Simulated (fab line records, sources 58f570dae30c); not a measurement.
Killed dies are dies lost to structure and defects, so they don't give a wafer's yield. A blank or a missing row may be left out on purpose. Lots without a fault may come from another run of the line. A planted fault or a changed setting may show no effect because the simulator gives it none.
Tool commonality check | flow berkeley_cmos170 | 14 lots, 42 wafers sampled

WHY IT WAS OPENED
At UCB170_PWELL_TW_MEAS_17 the reading PWELL_TW is flagged on 3 of 14 lots. Wafers without a fault read 378.5, standard deviation 2.4.
Rule: a lot is flagged when every wafer of it that has a number lies more than 4 standard deviations from that mean, or none has a number. The other lots count as sound.

lot  | measured    | on            | PWELL_TW, wafer by wafer | flag
L426 | day 3 10:28 | film_metro-04 | 373.4 377.4 374.7        |
L428 | day 3 20:17 | film_metro-03 | 379.3 379.5 381.3        |
L427 | day 3 20:32 | film_metro-03 | 379.5 379.5 378.8        |
L429 | day 4 06:27 | film_metro-03 | 376.9 375.9 375.7        |
L430 | day 4 06:43 | film_metro-01 | 380.9 381.9 379.8        |
L432 | day 4 15:13 | film_metro-01 | 380.4 380.2 379.7        |
L431 | day 4 15:33 | film_metro-03 | 378.9 378.9 378.6        |
L433 | day 5 01:59 | film_metro-04 | 375.9 375.8 375.5        |
L436 | day 5 11:06 | film_metro-04 | 297.2 297.4 294.9        | FLAGGED
L437 | day 5 16:39 | film_metro-03 | 298.2 298.3 300.5        | FLAGGED
L440 | day 6 04:10 | film_metro-01 | 297.7 298.8 299.4        | FLAGGED
L444 | day 7 01:34 | film_metro-01 | 379.8 379.8 381.1        |
L445 | day 7 08:05 | film_metro-04 | 375.2 377.6 376.8        |
L447 | day 7 21:01 | film_metro-03 | 381.3 381.7 381.1        |
The numbers of the flagged lots are 298.0 on average: -80.5 against the usual, or -34 standard deviations.

WHICH TOOL RAN EACH LOT
The record holds 1 process step before the reading, out of a route of 331 steps. In each cell: the tool, then ch and the chambers that the sampled wafers went through, then the start.
lot  | flag    | UCB170_PWELL_IMPLANT_15
L426 |         | implanter-02 ch 0, day 3 10:16
L428 |         | implanter-04 ch 0, day 3 20:02
L427 |         | implanter-01 ch 0, day 3 20:17
L429 |         | implanter-04 ch 0, day 4 06:13
L430 |         | implanter-02 ch 0, day 4 06:28
L432 |         | implanter-04 ch 0, day 4 14:59
L431 |         | implanter-02 ch 0, day 4 15:19
L433 |         | implanter-02 ch 0, day 5 01:44
L436 | FLAGGED | implanter-02 ch 0, day 5 10:51
L437 | FLAGGED | implanter-02 ch 0, day 5 16:25
L440 | FLAGGED | implanter-02 ch 0, day 6 03:55
L444 |         | implanter-04 ch 0, day 7 01:20
L445 |         | implanter-04 ch 0, day 7 07:50
L447 |         | implanter-04 ch 0, day 7 20:46
What these steps do:
- UCB170_PWELL_IMPLANT_15
- UCB170_PWELL_TW_MEAS_17

FLAGGED OVER TOTAL, TOOL BY TOOL (the gauges that took the reading come last)
step                    | tool          | lots run | flagged | share of the flagged lots | sound lots run after its first flagged lot
UCB170_PWELL_IMPLANT_15 | implanter-01  | 1        | 0       | none                      | -
UCB170_PWELL_IMPLANT_15 | implanter-02  | 7        | 3       | all                       | 0
UCB170_PWELL_IMPLANT_15 | implanter-04  | 6        | 0       | none                      | -
UCB170_PWELL_TW_MEAS_17 | film_metro-01 | 4        | 1       | some                      | 1 (L444)
UCB170_PWELL_TW_MEAS_17 | film_metro-03 | 6        | 1       | some                      | 1 (L447)
UCB170_PWELL_TW_MEAS_17 | film_metro-04 | 4        | 1       | some                      | 1 (L445)

WHAT THE TABLE ALLOWS
1 row of the table ran every flagged lot: implanter-02 at UCB170_PWELL_IMPLANT_15.
- implanter-02 at UCB170_PWELL_IMPLANT_15: 3 of its 7 lots flagged. Its last sound lot is L433 (day 5 01:44), its first flagged lot L436 (day 5 10:51): a fault that began between those two fits. Its own readings lie more than 4 standard deviations out on every wafer of the flagged lots: dose_ions_cm2, faraday_current_uA.
One tool is left: implanter-02 at UCB170_PWELL_IMPLANT_15.

WHAT THE SIMULATOR HAD PUT IN
Process parameter drift: implanter-02, from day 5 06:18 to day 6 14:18, at UCB170_PWELL_IMPLANT_15. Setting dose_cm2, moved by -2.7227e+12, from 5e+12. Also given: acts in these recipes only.
Lots struck among those shown: L436, L437, L440. The rule above found the same.
